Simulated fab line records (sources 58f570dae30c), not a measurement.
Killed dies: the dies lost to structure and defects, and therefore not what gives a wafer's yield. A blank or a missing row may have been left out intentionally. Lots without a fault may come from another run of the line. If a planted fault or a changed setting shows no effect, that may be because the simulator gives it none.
Code-filled problem report in 8D (eight disciplines) form	flow berkeley_cmos170	the parts of the form that need people (team, actions taken, sign-off) are left out

== 1. PROBLEM STATEMENT ==
PWELL_NITRIDE_THK at UCB170_PWELL_THK_MEAS_06 reads a mean of 167.6 nm on 3 wafers of 1 lot; wafers without a fault read 220.2 nm with a standard deviation of 1.8. Relative to the usual mean, that is a shift of -29 standard deviations.
The first sign was on wafer L305.1 at day 4 20:02, on film_metro-03. Wafers with a number at this step in the record: 39, from 13 lots. Rule for "out", or "out of limits": more than 4 standard deviations from the usual mean. The other wafers with a number count as sound.

== 2. WHAT IT IS, AND WHAT IT ISN'T ==
question	is	is not
which readings at this step	PWELL_NITRIDE_THK	-
which lots	L305	L298, L299, L301, L302, L303, L306, L313, L315, L316, L317, L319, L320
which wafers of those lots	all that have a number	-
read on which gauges	film_metro-03	film_metro-01, film_metro-04
when	from day 4 20:02	up to then (15 sound wafers); but 21 sound wafers of L306, L313, L315, L316, L317, L319, L320 came after

== 3. WHAT RULES OUT EACH SUSPECT ==
Counting: a tool stays on the suspect list if, at a process step up to the reading, it processed all lots that are out and no sound lot following the first of them.
- the gauge at UCB170_PWELL_THK_MEAS_06: ruled out. All the wafers that are out were read on film_metro-03, but those of them that UCB170_PWELL_ETCH_14 has rows for are out there too, on other tools.
- lpcvd-01 at UCB170_PWELL_CVD_05 (deposits Si3N4 from SiH2Cl2/NH3, target thk 220 nm, time 3300 s): kept. It ran the lot that is out, L305 (day 4 18:07), and no sound lot after that; its last sound lot up to then is L301 (day 3 17:10).
After counting, what remains is lpcvd-01 at UCB170_PWELL_CVD_05.

== 4. THE CAUSE (what the simulator had put in) ==
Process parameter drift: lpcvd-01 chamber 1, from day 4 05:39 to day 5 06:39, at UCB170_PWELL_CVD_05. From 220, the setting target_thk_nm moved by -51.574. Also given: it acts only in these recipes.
After counting, this tool was the only one left.

== 5. THE CHAIN OF EFFECTS, in route order ==
One row per reading whose mean, taken over the struck wafers that have a number, lies over 3 standard deviations from the usual. Only readings for which the record gives a usual standard deviation are gone through. hours: the time from each lot's start at the first step in this table that gives one to its start at this step, as a median over the lots. sigmas: the change in usual standard deviations.
hours	step	reading	usual	on struck wafers	change	sigmas
0	UCB170_PWELL_THK_MEAS_06	PWELL_NITRIDE_THK	220.2 nm	167.6	-52.6	-29
2	UCB170_PWELL_ETCH_14	oes_product_au	0.940 a.u.	0.802	-0.138	-9.9
Here are the process steps it includes:
- UCB170_PWELL_ETCH_14: etches Si3N4 in CH3F/Ar/O2, stops on SiO2, target depth 242 nm, time 151 s.
Later measuring or inspecting steps at which every struck wafer that the step has a row for has a number for every such reading, and none has moved that far: UCB170_FIELD_THK_MEAS_91, UCB170_GATE_THK_MEAS_02, UCB170_NLDD_TW_MEAS_11.

== 6. HOW IT WOULD HAVE BEEN CAUGHT EARLIER ==
In this record the first reading out of limits at a measuring or inspecting step was taken at day 4 20:02, 14 hours after the fault began at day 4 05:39.
Each of the lots that are out, 1 in all, had begun UCB170_PWELL_CVD_05 on lpcvd-01 no later than day 4 20:02. A hold on the tool at that time would have spared none of them.
